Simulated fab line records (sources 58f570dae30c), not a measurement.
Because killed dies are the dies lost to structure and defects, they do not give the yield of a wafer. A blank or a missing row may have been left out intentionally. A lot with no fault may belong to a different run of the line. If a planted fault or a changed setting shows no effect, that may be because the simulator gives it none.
fab line records	flow berkeley_cmos170
record: lots: 6	wafers: 18	last_day: 13
route steps=331 shown ACTIVE@64 PFIELD@79
lots that met no fault: from a run of the same line without faults
start_h: the number of hours between the record's first day and the start of the first shown wafer of the lot	wait_h: time in hours since the lot's previous step	" the same as in the row above	L1.1+2: a row that stands for several wafers	- no value, or no start was given	* or withheld: withheld	< > ~ a bound
route shown NAME@n: names a module that has steps shown in the file, with the first one's number in the route	usual: average and standard deviation across the fault-free wafers	same: alike in all rows	chamber/n: place in a boat	sites: the reading at each site	_std_site: the standard deviation of these	_edge_site: mean of outer sites minus mean of inner sites	radius_mm: for every site, how far away it sits from the centre of the wafer	mask NAME#n: copy n	behind: tool/chamber where the wafer was last shaped	hold: reason for holding the lot/hours on hold/outcome of the hold	device: names the non-switching transistor (n, p or np)	end of line: the route-end tests of the same wafers	a step with no rows: only its recipe	killed: the dies lost at the first sort to structure and to defects; this is not the yield of the wafer	map: shows each die of a wafer: x if killed, . if not, _ if none is there
set.NAME: setting as actually run; set.NAME@STEP: the setting as run at that earlier step	model.NAME: the simulator's own value behind a step, which no gauge read
lots seen at some steps along the route; tables by step, rows by wafer
services: from which hour (start_h, from the record's first day; less than 0 if before it) a tool's chamber was out of use, for how many hours, and why
== steps ==
step: UCB170_ACTIVE_ANNEAL_04
recipe: temp_c: 1000	time_s: 900	ambient: N2
step: UCB170_ACTIVE_CVD_05
recipe: material: Si3N4	target_thk_nm: 220	temp_c: 800	precursor: SiH2Cl2/NH3	time_s: 3300	pressure_mtorr: 200	sih2cl2_flow_sccm: 25	nh3_flow_sccm: 75
step: UCB170_ACTIVE_THK_MEAS_06
recipe: reads: Si3N4_of_ACTIVE_CVD_05
usual: ACTIVE_NITRIDE_THK: 220.0/2.3
lot.wafer	tool	chamber	start_h	wait_h	ACTIVE_NITRIDE_THK[nm]
L519.1	film_metro-04	-	102.48	0.0	223.8
L519.4	"	-	"	"	226.0
L519.5	"	-	"	"	224.5
L521.1	film_metro-01	-	109.94	0.0	218.0
L521.3	"	-	"	"	217.3
L521.4	"	-	"	"	216.4
L527.3	film_metro-01	-	143.22	0.0	217.3
L527.4	"	-	"	"	217.2
L527.6	"	-	"	"	218.2
L531.1	film_metro-04	-	154.92	0.0	223.8
L531.2	"	-	"	"	224.0
L531.6	"	-	"	"	222.0
L532.1	film_metro-03	-	154.92	0.0	220.5
L532.5	"	-	"	"	222.0
L532.6	"	-	"	"	221.8
L537.2	film_metro-04	-	199.78	0.1	219.9
L537.5	"	-	"	"	219.6
L537.6	"	-	"	"	219.6
step: UCB170_ACTIVE_HMDS_07
recipe: prime_time_s: 60	prime_temp_c: 100
step: UCB170_ACTIVE_COAT_08
recipe: resist: KrF	spin_rpm: 1500	resist_thk_nm: 900
step: UCB170_ACTIVE_SOFTBAKE_09
recipe: resist: KrF	temp_c: 130	time_s: 60
step: UCB170_ACTIVE_EXPOSE_10
recipe: mask_id: ACTIVE	target_cd_nm: 1200	na: 0.5	sigma_outer: 0.6	source_shape: conventional	dose_mj: 20
step: UCB170_ACTIVE_PEB_11
recipe: peb_temp_c: 130	peb_time_s: withheld	resist: KrF
step: UCB170_ACTIVE_DEVELOP_12
recipe: developer: TMAH	develop_time_s: 45	resist: KrF	dev_temp_c: 21
step: UCB170_ACTIVE_CD_MEAS_13
recipe: target_cd_nm: 1200
usual: cd_nm: 1199.7/1.3
lot.wafer	tool	chamber	start_h	wait_h	cd_nm
L519.1	cd_sem-01	-	105.12	-	1199.6
L519.4	"	-	"	"	1199.9
L519.5	"	-	"	"	1199.7
L521.1	cd_sem-02	-	112.16	-	1198.4
L521.3	"	-	"	"	1199.5
L521.4	"	-	"	"	1198.3
L527.3	cd_sem-01	-	144.47	-	1199.5
L527.4	"	-	"	"	1199.7
L527.6	"	-	"	"	1198.4
L532.1	cd_sem-01	-	155.82	-	1197.5
L532.5	"	-	"	"	1198.4
L532.6	"	-	"	"	1196.6
L531.1	cd_sem-02	-	156.37	-	1201.0
L531.2	"	-	"	"	1201.7
L531.6	"	-	"	"	1201.5
L537.2	cd_sem-01	-	201.39	-	1199.0
L537.5	"	-	"	"	1200.0
L537.6	"	-	"	"	1201.8
step: UCB170_ACTIVE_OVL_MEAS_14
usual: ACTIVE_OVL: -2/5.8
lot.wafer	tool	chamber	start_h	wait_h	ACTIVE_OVL[nm]
L519.1	overlay-02	-	105.24	0.1	-3
L519.4	"	-	"	"	-7
L519.5	"	-	"	"	-1
L521.1	overlay-01	-	112.29	0.1	-2
L521.3	"	-	"	"	0
L521.4	"	-	"	"	7
L527.3	overlay-01	-	144.56	0.1	2
L527.4	"	-	"	"	-1
L527.6	"	-	"	"	-6
L532.1	overlay-01	-	155.94	0.1	1
L532.5	"	-	"	"	6
L532.6	"	-	"	"	2
L531.1	overlay-02	-	156.49	0.1	4
L531.2	"	-	"	"	-4
L531.6	"	-	"	"	-8
L537.2	overlay-02	-	201.49	0.1	-5
L537.5	"	-	"	"	-5
L537.6	"	-	"	"	-3
step: UCB170_ACTIVE_ETCH_15
recipe: chemistry: CH3F/Ar/O2	target: Si3N4	stop_on: SiO2	CH3F_flow_sccm: 20	Ar_flow_sccm: 50	O2_flow_sccm: 7	pressure_mtorr: 50	rf_w: 450	target_depth_a: 2420	over_etch_frac: 0.1	time_s: 151
usual: drypump_motor_current_A: 5.9/0.31	oes_product_au: 0.945/0.015	throttle_valve_pct: 8.09/0.091
same: over_etch_frac: 0.1
lot.wafer	tool	chamber	start_h	wait_h	drypump_motor_current_A	oes_product_au	rf_hours_counter_h	throttle_valve_pct
L519.1	rie_diel-03	0	105.27	0.0	6.2	0.940	16	7.87
L519.4	"	3	"	"	5.4	0.957	9	8.09
L519.5	"	2	"	"	5.7	0.970	-	8.19
L521.1	rie_diel-02	1	112.32	0.0	5.8	0.959	7	8.12
L521.3	"	2	"	"	5.6	0.962	18	7.95
L521.4	"	0	"	"	6.2	0.922	134	8.12
L527.3	rie_diel-02	3	144.59	0.0	5.5	0.942	15	8.13
L527.4	"	0	"	"	6.2	0.926	135	8.10
L527.6	"	1	"	"	5.8	0.962	-	8.10
L532.1	rie_diel-02	2	155.98	0.0	5.5	0.960	20	7.92
L532.5	"	2	"	"	5.5	0.974	-	7.95
L532.6	"	1	"	"	5.9	0.968	-	8.11
L531.1	rie_diel-02	3	156.53	0.0	5.5	0.954	16	8.13
L531.2	"	1	"	"	5.8	0.976	9	8.11
L531.6	"	3	"	"	5.5	0.950	-	8.14
L537.2	rie_diel-01	3	201.52	0.0	6.3	0.946	142	8.23
L537.5	"	0	"	"	6.3	0.929	-	8.11
L537.6	"	1	"	"	5.6	0.948	-	8.10
step: UCB170_ACTIVE_STRIP_16
recipe: chemistry: O2	power_w: 400	pressure_mtorr: 3500	platen_temp_c: withheld	o2_flow_sccm: 400	overash_fraction: 0.5
usual: chamber_pressure_mTorr: 3500/3.1	drypump_motor_current_A: 6.0/0.49	oes_product_au: 0.721/0.0045	strip_time_to_endpoint_s: 18.11/0.091
lot.wafer	tool	chamber	start_h	wait_h	chamber_pressure_mTorr	drypump_motor_current_A	oes_product_au	rf_hours_counter_h	strip_time_to_endpoint_s	model.KrF_of_ACTIVE_COAT_08.thk_nm
L519.1	plasma_asher-02	1	105.39	0.1	3500	5.2	0.729	31	18.01	0
L519.4	"	0	"	"	3501	6.4	0.722	-	17.97	0
L519.5	"	0	"	"	3501	6.4	0.715	-	18.20	0
L521.1	plasma_asher-02	1	112.42	0.1	3500	5.2	0.728	32	18.19	0
L521.3	"	0	"	"	3495	6.5	0.714	-	18.30	0
L521.4	"	1	"	"	3504	5.2	0.713	-	18.18	0
L527.3	plasma_asher-01	1	144.72	0.1	-	-	-	-	-	718.4
L527.4	"	0	"	"	-	-	-	-	-	717.8
L527.6	"	1	"	"	-	-	-	-	-	718.1
L532.1	plasma_asher-02	0	156.08	0.1	-	-	-	-	-	728.8
L532.5	"	0	"	"	-	-	-	-	-	728.7
L532.6	"	1	"	"	-	-	-	-	-	722
L531.1	plasma_asher-02	0	156.63	0.1	3499	6.4	0.724	38	18.09	0
L531.2	"	1	"	"	3501	5.2	0.723	38	18.12	0
L531.6	"	0	"	"	3502	6.4	0.723	-	18.12	0
L537.2	plasma_asher-01	1	201.62	0.1	3496	6.6	0.722	48	18.11	0
L537.5	"	0	"	"	3496	6.4	0.723	-	18.10	0
L537.6	"	1	"	"	3499	6.6	0.723	-	18.22	0
step: UCB170_ACTIVE_CD_MEAS_90
recipe: target_cd_nm: 1200
usual: cd_nm: 1199.7/1.3
lot.wafer	tool	chamber	start_h	wait_h	cd_nm
L519.1	cd_sem-01	-	105.49	0.1	1199.7
L519.4	"	-	"	"	1200.4
L519.5	"	-	"	"	1200.4
L521.1	cd_sem-02	-	112.53	0.1	1198.5
L521.3	"	-	"	"	1199.5
L521.4	"	-	"	"	1198.3
L527.3	cd_sem-01	-	144.83	0.1	1199.5
L527.4	"	-	"	"	1199.5
L527.6	"	-	"	"	1198.7
L532.1	cd_sem-02	-	156.21	0.1	1197.7
L532.5	"	-	"	"	1198.1
L532.6	"	-	"	"	1196.4
L531.1	cd_sem-01	-	156.75	0.1	1201.5
L531.2	"	-	"	"	1202.3
L531.6	"	-	"	"	1201.7
L537.2	cd_sem-02	-	201.74	0.1	1198.9
L537.5	"	-	"	"	1200.3
L537.6	"	-	"	"	1202.0
step: UCB170_ACTIVE_CLEAN_17
recipe: chemistry: SPM	temp_c: 120	time_s: 600
step: UCB170_PFIELD_HMDS_00
recipe: prime_time_s: 60	prime_temp_c: 100
step: UCB170_PFIELD_COAT_01
recipe: resist: KrF	spin_rpm: 1500	resist_thk_nm: 900
step: UCB170_PFIELD_SOFTBAKE_02
recipe: resist: KrF	temp_c: 130	time_s: 60
step: UCB170_PFIELD_EXPOSE_03
recipe: mask_id: PFIELD	na: 0.5	sigma_outer: 0.6	source_shape: conventional	target_cd_nm: 1500	dose_mj: 30.49
step: UCB170_PFIELD_PEB_04
recipe: peb_temp_c: 130	peb_time_s: withheld	resist: KrF
step: UCB170_PFIELD_DEVELOP_05
recipe: developer: TMAH	develop_time_s: 45	resist: KrF	dev_temp_c: 21
step: UCB170_PFIELD_OVL_MEAS_06
usual: PFIELD_OVL: 0/5.6
lot.wafer	tool	chamber	start_h	wait_h	PFIELD_OVL[nm]
L519.1	overlay-01	-	108.01	-	8
L519.4	"	-	"	"	4
L519.5	"	-	"	"	2
L521.1	overlay-01	-	115.15	-	3
L521.3	"	-	"	"	2
L521.4	"	-	"	"	0
L527.3	overlay-01	-	148.31	-	0
L527.4	"	-	"	"	-3
L527.6	"	-	"	"	-2
L532.1	overlay-01	-	158.24	-	7
L532.5	"	-	"	"	0
L532.6	"	-	"	"	1
L531.1	overlay-01	-	158.69	-	-13
L531.2	"	-	"	"	-3
L531.6	"	-	"	"	-5
L537.2	overlay-02	-	203.19	-	-2
L537.5	"	-	"	"	0
L537.6	"	-	"	"	2
step: UCB170_PFIELD_IMPLANT_07
recipe: species: B	dose_cm2: 2e+13	energy_kev: 80	tilt_deg: 7
step: UCB170_PFIELD_STRIP_08
recipe: chemistry: O2	power_w: 400	pressure_mtorr: 3500	platen_temp_c: withheld	o2_flow_sccm: 400	overash_fraction: 0.5
usual: chamber_pressure_mTorr: 3500/3.1	drypump_motor_current_A: 5.6/0.41	oes_product_au: 0.734/0.0045	strip_time_to_endpoint_s: 21.62/0.065
lot.wafer	tool	chamber	start_h	wait_h	chamber_pressure_mTorr	drypump_motor_current_A	oes_product_au	rf_hours_counter_h	strip_time_to_endpoint_s
L519.1	plasma_asher-03	1	108.20	0.1	3505	5.5	0.735	34	21.65
L519.4	"	1	"	"	3500	5.6	0.735	-	21.61
L519.5	"	0	"	"	3509	5.1	0.737	-	21.60
L521.1	plasma_asher-03	1	115.34	0.1	3501	5.6	0.725	36	21.67
L521.3	"	0	"	"	3503	5.1	0.739	-	21.65
L521.4	"	1	"	"	3498	5.6	0.740	-	21.58
L527.3	plasma_asher-04	1	148.52	0.1	3498	5.9	0.731	-	42.99
L527.4	"	0	"	"	3497	5.8	0.735	-	42.94
L527.6	"	0	"	"	3495	5.9	0.735	-	42.92
L532.1	plasma_asher-02	1	158.43	0.1	3505	5.2	0.735	38	43.14
L532.5	"	1	"	"	3500	5.2	0.734	-	43.11
L532.6	"	0	"	"	3502	6.4	0.737	-	42.98
L531.1	plasma_asher-02	1	158.88	0.1	3503	5.2	0.730	38	21.67
L531.2	"	0	"	"	3496	6.4	0.731	38	21.70
L531.6	"	1	"	"	3499	5.2	0.729	-	21.72
L537.2	plasma_asher-03	0	203.37	0.1	3498	5.2	0.731	46	21.57
L537.5	"	1	"	"	3501	5.6	0.736	-	21.56
L537.6	"	0	"	"	3500	5.1	0.733	-	21.52
step: UCB170_PFIELD_TW_MEAS_09
usual: PFIELD_TW: 599/3.1
lot.wafer	tool	chamber	start_h	wait_h	hold	PFIELD_TW
L519.1	film_metro-03	-	108.30	0.1	-	598
L519.4	"	-	"	"	-	602
L519.5	"	-	"	"	-	599
L521.1	film_metro-01	-	115.44	0.1	-	598
L521.3	"	-	"	"	-	597
L521.4	"	-	"	"	-	596
L527.3	film_metro-03	-	148.60	0.1	await_dispo/0.2h/release	30
L527.4	"	-	"	"	await_dispo/0.2h/release	30
L527.6	"	-	"	"	await_dispo/0.2h/release	30
L527.3	film_metro-03	-	148.83	0.2	-	30
L527.4	"	-	"	"	-	30
L527.6	"	-	"	"	-	30
L532.1	film_metro-02	-	158.53	0.1	await_dispo/0.2h/release	30
L532.5	"	-	"	"	await_dispo/0.2h/release	30
L532.6	"	-	"	"	await_dispo/0.2h/release	30
L532.1	film_metro-02	-	158.75	0.2	-	30
L532.5	"	-	"	"	-	30
L532.6	"	-	"	"	-	30
L531.1	film_metro-01	-	159.02	0.1	-	603
L531.2	"	-	"	"	-	600
L531.6	"	-	"	"	-	602
L537.2	film_metro-01	-	203.48	0.1	-	598
L537.5	"	-	"	"	-	599
L537.6	"	-	"	"	-	598
== services ==
tool	chamber	start_h	hours	kind
rie_diel-01	0	84.06	15.2	repair
rie_diel-02	-	96.03	0.6	repair
plasma_asher-01	-	103.52	2.8	pm
plasma_asher-04	-	108.75	9.0	pm
plasma_asher-04	0	108.75	9.0	vent_cycle
plasma_asher-04	1	108.75	9.0	vent_cycle
plasma_asher-04	0	117.75	-	clean
plasma_asher-04	1	117.75	-	clean
rie_diel-01	0	131.05	-	clean
rie_diel-01	0	131.05	26.6	scheduled_down
rie_diel-01	0	131.05	26.6	vent_cycle
plasma_asher-02	-	137.13	1.6	repair
rie_diel-03	2	157.23	14.8	repair
rie_diel-02	3	160.96	4.6	repair
== key ==
first_sign: step: UCB170_ACTIVE_STRIP_16	reading: tool_record	direction: missing
effect: step: UCB170_PFIELD_STRIP_08	reading: strip_time_to_endpoint_s	direction: up	sigmas: 99+	usual: *	struck: *
effect: step: UCB170_PFIELD_TW_MEAS_09	reading: visit	direction: added
effect: step: UCB170_PFIELD_TW_MEAS_09	reading: PFIELD_TW	direction: down	sigmas: 99+	usual: 599	struck: 30
model_effect: step: UCB170_ACTIVE_STRIP_16	value: KrF_of_ACTIVE_COAT_08.thk_nm	without: 0	struck: 722.3
met_at UCB170_ACTIVE_STRIP_16
struck_wafers L527.3,L527.4,L527.6,L532.1,L532.5,L532.6
scrapped_behind UCB170_PFIELD_TW_MEAS_09 L527.3,L527.4,L527.6,L532.1,L532.5,L532.6
onset_between 112.42 144.72
fault: kind: skipped_step_whole	tool: plasma_asher-01,plasma_asher-02	chamber: -	onset_h: 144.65	steps: UCB170_ACTIVE_STRIP_16	scope: struck_lots_only
